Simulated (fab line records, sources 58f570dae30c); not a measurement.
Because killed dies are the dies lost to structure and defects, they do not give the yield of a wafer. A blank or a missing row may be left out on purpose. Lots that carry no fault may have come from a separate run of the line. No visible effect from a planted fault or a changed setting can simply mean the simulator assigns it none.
Which tool did it? ; flow berkeleyCmos170 ; Sampling: 7 lots, 21 wafers, 4 of 331 route steps

== WHAT EACH GAUGE READ, for each wafer ==
UCB170_V1_CD_MEAS_12 targets a cd of 700 nm.
lot;measured;on;cdNm (nm)
L271;day 7 20:40;cdSem-02;699.0 699.9 698.7
L273;day 8 10:49;cdSem-01;699.5 700.7 700.2
L279;day 9 22:04;cdSem-02;698.9 698.4 698.4
L281;day 10 00:26;cdSem-01;701.6 700.4 699.8
L285;day 10 15:05;cdSem-01;699.3 700.0 699.0
L286;day 10 15:14;cdSem-02;700.6 699.4 700.0
L291;day 11 19:14;cdSem-01;692.4 691.9 693.4

== TOOL THAT RAN EACH LOT (tool first, then ch and the chambers of the sampled wafers, then the start) ==
lot;UCB170_GATE_STRIP_16;UCB170_CONTACT_STRIP_06;UCB170_V1_SOFTBAKE_08
L271;plasmaAsher-04 ch 0,1, day 6 18:23;plasmaAsher-03 ch 0,1, day 7 10:35;lithoTrack-01 ch 0, day 7 19:27
L273;plasmaAsher-04 ch 0,1, day 7 04:25;plasmaAsher-04 ch 0, day 7 23:46;lithoTrack-01 ch 0, day 8 10:16
L279;plasmaAsher-01 ch 0,1, day 8 16:15;plasmaAsher-01 ch 0,1, day 9 11:08;lithoTrack-04 ch 0, day 9 20:49
L281;plasmaAsher-04 ch 0,1, day 8 16:32;plasmaAsher-04 ch 0,1, day 9 13:02;lithoTrack-01 ch 0, day 9 23:47
L285;plasmaAsher-04 ch 0,1, day 9 05:32;plasmaAsher-03 ch 0,1, day 10 01:44;lithoTrack-01 ch 0, day 10 14:32
L286;plasmaAsher-02 ch 0,1, day 9 09:02;plasmaAsher-01 ch 0,1, day 10 02:55;lithoTrack-04 ch 0, day 10 14:35
L291;plasmaAsher-01 ch 0,1, day 10 10:01;plasmaAsher-01 ch 0,1, day 11 06:25;lithoTrack-01 ch 0, day 11 18:42
- UCB170_GATE_STRIP_16: strips in O2.
- UCB170_CONTACT_STRIP_06: strips in O2.
- UCB170_V1_SOFTBAKE_08: time 60 s.

== THE ANSWER, worked out from the rows above alone ==
Rule: usual is defined by the lots themselves. The widest of any qualifying gaps counts: lots, ordered by their means at a reading, are off when they make up no more than a third of the lots, leave a main group of 4 or more, and stand apart from it by 3 or more times the standard deviation of that group's means. If all means in a main group match to the digits the tables above print for the reading, that group is not used. A lot without any number at a reading at which 4 lots or more have one is off too. The other lots that the step has rows for count as sound.
Off at UCB170_V1_CD_MEAS_12 (cdNm): L291. For the main group the mean is 699.7 nm and the standard deviation 0.67.
A tool fits if, at a process step before that reading, it ran every lot that is off, and no sound lot after the first of them. Those tools and the gauges at UCB170_V1_CD_MEAS_12 are tried in the same way. Can't be told from this: 3 tools fit, plasmaAsher-01 at UCB170_GATE_STRIP_16 and UCB170_CONTACT_STRIP_06, lithoTrack-01 at UCB170_V1_SOFTBAKE_08, cdSem-01 at UCB170_V1_CD_MEAS_12.

== WHAT THE SIMULATOR PUT IN ==
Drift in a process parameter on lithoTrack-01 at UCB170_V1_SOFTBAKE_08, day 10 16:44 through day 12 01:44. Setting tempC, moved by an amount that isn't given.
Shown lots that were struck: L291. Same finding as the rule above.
